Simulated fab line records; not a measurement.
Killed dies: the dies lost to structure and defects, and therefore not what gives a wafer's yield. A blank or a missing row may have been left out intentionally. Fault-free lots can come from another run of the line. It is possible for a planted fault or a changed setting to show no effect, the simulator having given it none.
Which tool was responsible? + flow berkeley_cmos170 + route of 331 steps, sampled at 1 step: 7 lots, 21 wafers

WHAT THE GAUGES SHOWED, per wafer
UCB170_START_THK_MEAS_03.
| lot  | measured    | on            | START_OXIDE_THK (nm) |
|------|-------------|---------------|----------------------|
| L444 | day 1 18:34 | film_metro-02 | 19.4 19.6 19.9       |
| L446 | day 2 05:19 | film_metro-04 | 19.4 19.5 19.8       |
| L448 | day 2 15:09 | film_metro-02 | 19.8 19.9 19.8       |
| L454 | day 3 22:44 | film_metro-04 | 20.1 19.9 19.7       |
| L457 | day 4 12:03 | film_metro-03 | 20.2 20.4 20.2       |
| L460 | day 5 03:42 | film_metro-02 | 19.1 19.8 19.5       |
| L466 | day 6 10:08 | film_metro-03 | 19.8 20.3 20.5       |

WHAT TOOL EACH LOT RAN ON (gives the tool, then ch and the chambers of the sampled wafers, and finally the start)
Before these readings, the record contains no process step.

THE ANSWER, worked out from the rows above alone
Rule: the lots themselves supply what counts as usual. Put in order of their means at a reading, lots are off if they are a third of the lots or fewer, leave a main group of 4 or more, and stand apart from it by a gap of 3 or more times the standard deviation of the main group's means; of several such gaps the widest counts. The tables above print the reading to a certain number of digits; a main group whose means all agree to those digits is not used. A lot without any number at a reading at which 4 lots or more have one is off too. Any other lot the step has rows for is counted as sound.
No lot is off at any reading shown: from this, nothing can be told.

WHAT THE SIMULATOR HAD PUT IN
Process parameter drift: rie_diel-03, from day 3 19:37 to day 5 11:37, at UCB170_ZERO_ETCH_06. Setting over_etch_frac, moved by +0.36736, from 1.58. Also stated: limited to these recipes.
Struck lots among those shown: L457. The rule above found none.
